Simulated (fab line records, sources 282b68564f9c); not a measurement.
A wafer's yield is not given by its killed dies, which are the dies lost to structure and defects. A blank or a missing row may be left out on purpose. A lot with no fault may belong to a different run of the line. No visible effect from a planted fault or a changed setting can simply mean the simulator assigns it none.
What tool caused it? :: flow rit_cmos :: 42 wafers from 14 lots sampled at 6 of the route's 202 steps

WHAT THE GAUGES READ, wafer by wafer
RIT_GATE_THK_MEAS_07. Usual: GATE_OXIDE_THK gives 2.76 nm (standard deviation 0.051).
lot: L610
measured: day 2 09:53
on: film_metro-02
GATE_OXIDE_THK (nm): 2.69 2.76 2.83
flag: 

lot: L611
measured: day 2 14:38
on: film_metro-03
GATE_OXIDE_THK (nm): 2.74 2.73 2.71
flag: 

lot: L612
measured: day 2 19:23
on: film_metro-02
GATE_OXIDE_THK (nm): 2.83 2.77 2.67
flag: 

lot: L613
measured: day 3 01:02
on: film_metro-03
GATE_OXIDE_THK (nm): 2.73 2.79 2.86
flag: 

lot: L615
measured: day 3 10:59
on: film_metro-03
GATE_OXIDE_THK (nm): 2.77 2.72 2.82
flag: 

lot: L617
measured: day 3 20:43
on: film_metro-02
GATE_OXIDE_THK (nm): 2.70 2.80 2.67
flag: 

lot: L618
measured: day 4 01:37
on: film_metro-03
GATE_OXIDE_THK (nm): 2.61 2.72 2.72
flag: 

lot: L619
measured: day 4 07:25
on: film_metro-01
GATE_OXIDE_THK (nm): 2.71 2.70 2.75
flag: 

lot: L621
measured: day 4 16:11
on: film_metro-01
GATE_OXIDE_THK (nm): 2.76 2.81 2.84
flag: 

lot: L625
measured: day 5 12:19
on: film_metro-03
GATE_OXIDE_THK (nm): 2.80 2.79 2.77
flag: 

lot: L628
measured: day 6 03:58
on: film_metro-03
GATE_OXIDE_THK (nm): 2.64 2.78 2.76
flag: 

lot: L629
measured: day 6 08:50
on: film_metro-03
GATE_OXIDE_THK (nm): 2.78 2.84 2.85
flag: 

lot: L630
measured: day 6 13:20
on: film_metro-01
GATE_OXIDE_THK (nm): 2.77 2.77 2.75
flag: 

lot: L633
measured: day 7 04:34
on: film_metro-01
GATE_OXIDE_THK (nm): 2.77 2.81 2.72
flag: 

RIT_SILICIDE_RS_MEAS_02: measurement is done with a four-point probe. Usual: SILICIDE_TI_RS gives 47.5 ohm/sq (standard deviation 0.74).
lot: L610
measured: day 3 03:04
on: film_metro-03
SILICIDE_TI_RS (ohm/sq): 47.5 47.7 47.4
flag: 

lot: L611
measured: day 3 07:19
on: film_metro-03
SILICIDE_TI_RS (ohm/sq): 47.1 47.6 48.0
flag: 

lot: L612
measured: day 3 11:55
on: film_metro-03
SILICIDE_TI_RS (ohm/sq): 48.0 47.1 48.8
flag: 

lot: L613
measured: day 3 16:59
on: film_metro-03
SILICIDE_TI_RS (ohm/sq): 47.8 48.2 48.3
flag: 

lot: L615
measured: day 4 03:51
on: film_metro-01
SILICIDE_TI_RS (ohm/sq): 48.5 47.5 48.0
flag: 

lot: L617
measured: day 4 12:42
on: film_metro-02
SILICIDE_TI_RS (ohm/sq): 47.1 47.3 46.2
flag: 

lot: L618
measured: day 4 19:44
on: film_metro-02
SILICIDE_TI_RS (ohm/sq): 47.1 47.6 47.1
flag: 

lot: L619
measured: day 5 00:33
on: film_metro-02
SILICIDE_TI_RS (ohm/sq): 49.0 48.1 47.9
flag: 

lot: L621
measured: day 5 09:07
on: film_metro-03
SILICIDE_TI_RS (ohm/sq): 49.1 47.8 47.8
flag: 

lot: L625
measured: day 6 05:20
on: film_metro-03
SILICIDE_TI_RS (ohm/sq): 47.1 46.9 48.5
flag: 

lot: L628
measured: day 6 21:13
on: film_metro-02
SILICIDE_TI_RS (ohm/sq): 47.9 58.6 48.0
flag: OFF

lot: L629
measured: day 7 00:46
on: film_metro-01
SILICIDE_TI_RS (ohm/sq): 47.2 47.1 47.0
flag: 

lot: L630
measured: day 7 06:29
on: film_metro-02
SILICIDE_TI_RS (ohm/sq): 57.6 47.9 46.4
flag: OFF

lot: L633
measured: day 7 20:37
on: film_metro-03
SILICIDE_TI_RS (ohm/sq): 46.7 47.0 47.3
flag: 

RIT_SILICIDE_THK_MEAS_03: measures by xrf. Usual: SILICIDE_TI_THK gives 30.3 nm (standard deviation 0.41).
lot: L610
measured: day 3 03:10
on: film_metro-03
SILICIDE_TI_THK (nm): 30.4 30.3 30.4
flag: 

lot: L611
measured: day 3 07:25
on: film_metro-03
SILICIDE_TI_THK (nm): 30.6 30.3 30.1
flag: 

lot: L612
measured: day 3 12:02
on: film_metro-03
SILICIDE_TI_THK (nm): 30.2 30.7 29.8
flag: 

lot: L613
measured: day 3 17:07
on: film_metro-03
SILICIDE_TI_THK (nm): 30.3 30.0 29.9
flag: 

lot: L615
measured: day 4 03:58
on: film_metro-01
SILICIDE_TI_THK (nm): 29.6 30.3 29.9
flag: 

lot: L617
measured: day 4 12:49
on: film_metro-02
SILICIDE_TI_THK (nm): 30.3 30.2 30.9
flag: 

lot: L618
measured: day 4 19:50
on: film_metro-02
SILICIDE_TI_THK (nm): 30.2 30.0 30.4
flag: 

lot: L619
measured: day 5 00:38
on: film_metro-02
SILICIDE_TI_THK (nm): 29.5 29.8 30.0
flag: 

lot: L621
measured: day 5 09:13
on: film_metro-03
SILICIDE_TI_THK (nm): 29.6 30.2 30.0
flag: 

lot: L625
measured: day 6 05:28
on: film_metro-03
SILICIDE_TI_THK (nm): 30.4 30.7 30.1
flag: 

lot: L628
measured: day 6 21:19
on: film_metro-02
SILICIDE_TI_THK (nm): 30.0 26.3 30.0
flag: OFF

lot: L629
measured: day 7 00:51
on: film_metro-01
SILICIDE_TI_THK (nm): 30.4 30.5 30.5
flag: 

lot: L630
measured: day 7 06:36
on: film_metro-02
SILICIDE_TI_THK (nm): 26.7 30.0 30.6
flag: 

lot: L633
measured: day 7 20:43
on: film_metro-03
SILICIDE_TI_THK (nm): 30.6 30.6 30.5
flag: 

RIT_M1_OVL_MEAS_10. Usual: M1_OVL gives 0.6 nm (standard deviation 1.5).
lot: L610
measured: day 3 07:26
on: overlay-01
M1_OVL (nm): 1.6 0.2 1.6
flag: 

lot: L611
measured: day 3 11:25
on: overlay-02
M1_OVL (nm): -1.0 -1.4 -2.1
flag: 

lot: L612
measured: day 3 16:06
on: overlay-01
M1_OVL (nm): 0.7 -0.4 0.6
flag: 

lot: L613
measured: day 3 21:19
on: overlay-01
M1_OVL (nm): -0.5 1.5 -1.2
flag: 

lot: L615
measured: day 4 08:02
on: overlay-02
M1_OVL (nm): -0.1 2.6 -0.5
flag: 

lot: L617
measured: day 4 16:55
on: overlay-01
M1_OVL (nm): -0.7 2.5 1.0
flag: 

lot: L618
measured: day 5 00:08
on: overlay-01
M1_OVL (nm): 1.3 1.3 -0.4
flag: 

lot: L619
measured: day 5 04:48
on: overlay-02
M1_OVL (nm): 0.7 0.5 -0.4
flag: 

lot: L621
measured: day 5 13:08
on: overlay-01
M1_OVL (nm): -0.4 -0.1 0.2
flag: 

lot: L625
measured: day 6 09:40
on: overlay-02
M1_OVL (nm): 1.5 1.9 4.0
flag: 

lot: L628
measured: day 7 01:29
on: overlay-02
M1_OVL (nm): 2.6 4.7 2.8
flag: 

lot: L629
measured: day 7 05:07
on: overlay-02
M1_OVL (nm): 2.4 1.8 1.1
flag: 

lot: L630
measured: day 7 10:41
on: overlay-02
M1_OVL (nm): 0.0 1.2 -0.7
flag: 

lot: L633
measured: day 8 00:46
on: overlay-02
M1_OVL (nm): 0.4 -1.6 0.0
flag: 

WHICH TOOL RAN EACH LOT (tool, then ch and the chambers of the sampled wafers, then the start)
lot: L610
RIT_NSD_STRIP_09: plasma_asher-04 ch 0,1, day 3 00:13
RIT_SILICIDE_SPUTTER_01: pvd_sputter-01, day 3 02:52

lot: L611
RIT_NSD_STRIP_09: plasma_asher-02 ch 0,1, day 3 04:27
RIT_SILICIDE_SPUTTER_01: pvd_sputter-02, day 3 07:07

lot: L612
RIT_NSD_STRIP_09: plasma_asher-02 ch 0,1, day 3 09:02
RIT_SILICIDE_SPUTTER_01: pvd_sputter-01, day 3 11:46

lot: L613
RIT_NSD_STRIP_09: plasma_asher-03 ch 0,1, day 3 14:07
RIT_SILICIDE_SPUTTER_01: pvd_sputter-01, day 3 16:50

lot: L615
RIT_NSD_STRIP_09: plasma_asher-04 ch 0,1, day 4 01:08
RIT_SILICIDE_SPUTTER_01: pvd_sputter-01, day 4 03:42

lot: L617
RIT_NSD_STRIP_09: plasma_asher-03 ch 0,1, day 4 09:58
RIT_SILICIDE_SPUTTER_01: pvd_sputter-02, day 4 12:33

lot: L618
RIT_NSD_STRIP_09: plasma_asher-04 ch 0,1, day 4 16:49
RIT_SILICIDE_SPUTTER_01: pvd_sputter-03, day 4 19:34

lot: L619
RIT_NSD_STRIP_09: plasma_asher-04 ch 0,1, day 4 21:42
RIT_SILICIDE_SPUTTER_01: pvd_sputter-01, day 5 00:20

lot: L621
RIT_NSD_STRIP_09: plasma_asher-03 ch 0,1, day 5 06:17
RIT_SILICIDE_SPUTTER_01: pvd_sputter-01, day 5 08:55

lot: L625
RIT_NSD_STRIP_09: plasma_asher-03 ch 1, day 6 02:29
RIT_SILICIDE_SPUTTER_01: pvd_sputter-03, day 6 05:11

lot: L628
RIT_NSD_STRIP_09: plasma_asher-04 ch 0,1, day 6 18:30
RIT_SILICIDE_SPUTTER_01: pvd_sputter-01, day 6 21:01

lot: L629
RIT_NSD_STRIP_09: plasma_asher-02 ch 0,1, day 6 21:55
RIT_SILICIDE_SPUTTER_01: pvd_sputter-02, day 7 00:33

lot: L630
RIT_NSD_STRIP_09: plasma_asher-04 ch 0,1, day 7 03:37
RIT_SILICIDE_SPUTTER_01: pvd_sputter-01, day 7 06:19

lot: L633
RIT_NSD_STRIP_09: plasma_asher-03 ch 0, day 7 17:52
RIT_SILICIDE_SPUTTER_01: pvd_sputter-02, day 7 20:26
- RIT_NSD_STRIP_09: strips in O2, time 180 s.
- RIT_SILICIDE_SPUTTER_01: material Ti, target thk 30 nm, time 240 s.

AS READ BY THE TOOLS THEMSELVES (means over the sampled wafers that have a number; for cases with no such wafer, the mark the record gives instead)
RIT_NSD_STRIP_09. Usual: 5.3 A for drypump_motor_current_A, sd 0.34.
lot: L610
tool: plasma_asher-04
drypump_motor_current_A (A): 5.3
flag: 

lot: L611
tool: plasma_asher-02
drypump_motor_current_A (A): 5.0
flag: 

lot: L612
tool: plasma_asher-02
drypump_motor_current_A (A): 5.2
flag: 

lot: L613
tool: plasma_asher-03
drypump_motor_current_A (A): 5.8
flag: 

lot: L615
tool: plasma_asher-04
drypump_motor_current_A (A): 5.3
flag: 

lot: L617
tool: plasma_asher-03
drypump_motor_current_A (A): 5.7
flag: 

lot: L618
tool: plasma_asher-04
drypump_motor_current_A (A): 5.1
flag: 

lot: L619
tool: plasma_asher-04
drypump_motor_current_A (A): 5.1
flag: 

lot: L621
tool: plasma_asher-03
drypump_motor_current_A (A): 5.6
flag: 

lot: L625
tool: plasma_asher-03
drypump_motor_current_A (A): 6.0
flag: 

lot: L628
tool: plasma_asher-04
drypump_motor_current_A (A): 5.2
flag: 

lot: L629
tool: plasma_asher-02
drypump_motor_current_A (A): 5.2
flag: 

lot: L630
tool: plasma_asher-04
drypump_motor_current_A (A): 5.3
flag: 

lot: L633
tool: plasma_asher-03
drypump_motor_current_A (A): 5.5
flag: 

RIT_SILICIDE_SPUTTER_01. Usual: 29.8 % for throttle_valve_pct, sd 0.93.
lot: L610
tool: pvd_sputter-01
throttle_valve_pct (%): 30.1
flag: 

lot: L611
tool: pvd_sputter-02
throttle_valve_pct (%): 29.4
flag: 

lot: L612
tool: pvd_sputter-01
throttle_valve_pct (%): 30.1
flag: 

lot: L613
tool: pvd_sputter-01
throttle_valve_pct (%): 30.2
flag: 

lot: L615
tool: pvd_sputter-01
throttle_valve_pct (%): 30.0
flag: 

lot: L617
tool: pvd_sputter-02
throttle_valve_pct (%): 29.6
flag: 

lot: L618
tool: pvd_sputter-03
throttle_valve_pct (%): 30.1
flag: 

lot: L619
tool: pvd_sputter-01
throttle_valve_pct (%): 29.8
flag: 

lot: L621
tool: pvd_sputter-01
throttle_valve_pct (%): 30.3
flag: 

lot: L625
tool: pvd_sputter-03
throttle_valve_pct (%): 30.2
flag: 

lot: L628
tool: pvd_sputter-01
throttle_valve_pct (%): 29.9
flag: 

lot: L629
tool: pvd_sputter-02
throttle_valve_pct (%): 29.6
flag: 

lot: L630
tool: pvd_sputter-01
throttle_valve_pct (%): 30.2
flag: 

lot: L633
tool: pvd_sputter-02
throttle_valve_pct (%): 29.3
flag: 

THE ANSWER, worked out from the rows above alone
Rule: take the mean of a lot's wafers that have a number; if it is more than 3 standard deviations from the usual mean, the lot is off. Also off: a lot with no number at a reading for which 4 or more lots have one. All remaining lots with rows at the step are treated as sound. After the gauges, taken in route order, come the tools' own readings; for these a lot's mean is taken, as printed above. At the first step where some lot is off, the reading lying furthest off is the one used; lots without a number count as furthest.
Off: at RIT_SILICIDE_RS_MEAS_02 (SILICIDE_TI_RS), L628, L630.
If a tool, at a process step before that reading, ran all the lots that are off and no sound lot after the first of them, it fits. The gauges at RIT_SILICIDE_RS_MEAS_02 are tried like those tools. Can't be told from this: 3 tools fit, plasma_asher-04 at RIT_NSD_STRIP_09, pvd_sputter-01 at RIT_SILICIDE_SPUTTER_01, film_metro-02 at RIT_SILICIDE_RS_MEAS_02.

WHAT WAS PUT IN BY THE SIMULATOR
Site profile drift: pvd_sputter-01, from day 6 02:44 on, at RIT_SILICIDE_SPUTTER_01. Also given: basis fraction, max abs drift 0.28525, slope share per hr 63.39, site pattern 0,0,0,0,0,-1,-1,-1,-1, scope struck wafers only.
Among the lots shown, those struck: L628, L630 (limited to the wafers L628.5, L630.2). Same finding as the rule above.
